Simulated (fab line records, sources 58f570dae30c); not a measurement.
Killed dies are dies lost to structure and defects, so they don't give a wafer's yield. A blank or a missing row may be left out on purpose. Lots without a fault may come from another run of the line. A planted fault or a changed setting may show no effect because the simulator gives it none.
Split-lot experiment | flow berkeley_cmos170 | 5 lots, 23 wafers read, on a route of 331 steps

THE SPLIT
At UCB170_PFIELD_COAT_01 (resist thk 900 nm), the setting spin_rpm was moved away from the recipe's 1500 rpm on 7 of the 23 wafers read, by -7.4% to +2.1%. The other wafers ran this setting at the recipe's value.

The reading is taken at the split's own step.

THE READING
KrF_of_PFIELD_COAT_01.thk_nm (the simulator's own value, which no gauge read), in nm, at UCB170_PFIELD_COAT_01 (resist thk 900 nm). The file gives no usual value for it. The 16 wafers here that ran the recipe average 901.1 nm, standard deviation 2.6 nm.

wafer  | tool, chamber at the split | spin_rpm as run, rpm | against the recipe | KrF_of_PFIELD_COAT_01.thk_nm, nm | against lot-mates on the recipe
L074.1 | litho_track-04, 0          | 1389                 | -7.4%              | 936.8                            | +35.3
L074.2 | litho_track-04, 0          | 1500                 | recipe             | 900.8                            | -
L074.3 | litho_track-04, 0          | 1389                 | -7.4%              | 936.6                            | +35.1
L074.4 | litho_track-04, 0          | 1500                 | recipe             | 903.2                            | -
L074.5 | litho_track-04, 0          | 1500                 | recipe             | 900.5                            | -
L076.1 | litho_track-04, 0          | 1500                 | recipe             | 904.2                            | -
L076.2 | litho_track-04, 0          | 1420                 | -5.3%              | 927.4                            | +23.4
L076.3 | litho_track-04, 0          | 1500                 | recipe             | 903.8                            | -
L076.5 | litho_track-04, 0          | 1420                 | -5.3%              | 926.8                            | +22.8
L076.6 | litho_track-04, 0          | 1420                 | -5.3%              | 931.9                            | +27.9
L079.1 | litho_track-04, 0          | 1500                 | recipe             | 896.9                            | -
L079.2 | litho_track-04, 0          | 1500                 | recipe             | 899                              | -
L079.3 | litho_track-04, 0          | 1500                 | recipe             | 898.5                            | -
L079.4 | litho_track-04, 0          | 1500                 | recipe             | 899.7                            | -
L079.5 | litho_track-04, 0          | 1500                 | recipe             | 895.8                            | -
L078.1 | litho_track-01, 0          | 1500                 | recipe             | 901                              | -
L078.2 | litho_track-01, 0          | 1500                 | recipe             | 903.6                            | -
L078.3 | litho_track-01, 0          | 1531                 | +2.1%              | 891.8                            | -10.6
L078.4 | litho_track-01, 0          | 1531                 | +2.1%              | 891.6                            | -10.8
L078.5 | litho_track-01, 0          | 1500                 | recipe             | 902.6                            | -
L082.2 | litho_track-02, 0          | 1500                 | recipe             | 900                              | -
L082.3 | litho_track-02, 0          | 1500                 | recipe             | 904.2                            | -
L082.5 | litho_track-02, 0          | 1500                 | recipe             | 903.4                            | -

THE FIT
A straight line over all 23 wafers: KrF_of_PFIELD_COAT_01.thk_nm changes by -4.93 nm for each +1% of spin_rpm; r = -0.99; the points scatter about the line by 2.5 nm.
The same after taking each lot's own level away (the mean of its wafers on the recipe; 23 wafers): -4.74 nm for each +1%; r = -0.99; scatter 1.5 nm.
On that fit, the largest move of spin_rpm shifts the reading by 35 nm.
The lots' own levels span 897.98 to 904.00 nm, that is 2.3 times the standard deviation above.
So the lot-to-lot level changes the slope little: the two slopes agree.
Check: with one of the wafers moved furthest among these (-7.4%) left out of the fit, the line predicts +34.8 nm for it against its lot-mates. It came out at +35.3 nm against them.

OTHER SPLITS ON THESE WAFERS
These wafers also went through other splits before the reading. Each is held against what the fit with the lots' levels taken away leaves over:
other split on the same wafers     | wafers away from the commonest value | r with KrF_of_PFIELD_COAT_01.thk_nm (lot level and that fit taken away)
UCB170_NWELL_IMPLANT_14 energy_kev | 8                                    | +0.07
UCB170_PWELL_CVD_05 temp_c         | 5                                    | -0.08
UCB170_PWELL_ETCH_14 rf_w          | 5                                    | +0.09
UCB170_ACTIVE_PEB_11 peb_temp_c    | 11                                   | -0.03

THE WHOLE CHAIN: every reading that the file lists as answering this split, in the file's order
step                   | what it does      | reading                                                                       | change (the file's fit)              | r (the file's)
UCB170_PFIELD_COAT_01  | resist thk 900 nm | KrF_of_PFIELD_COAT_01.thk_nm (the simulator's own value, which no gauge read) | -4.74 nm for each +1% of the setting | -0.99
UCB170_PFIELD_STRIP_08 | strips in O2      | strip_time_to_endpoint_s                                                      | withheld for each +1% of the setting | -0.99

THE FILE'S OWN FIT
KrF_of_PFIELD_COAT_01.thk_nm changes by -4.74 nm for each +1% of spin_rpm, r = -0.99.
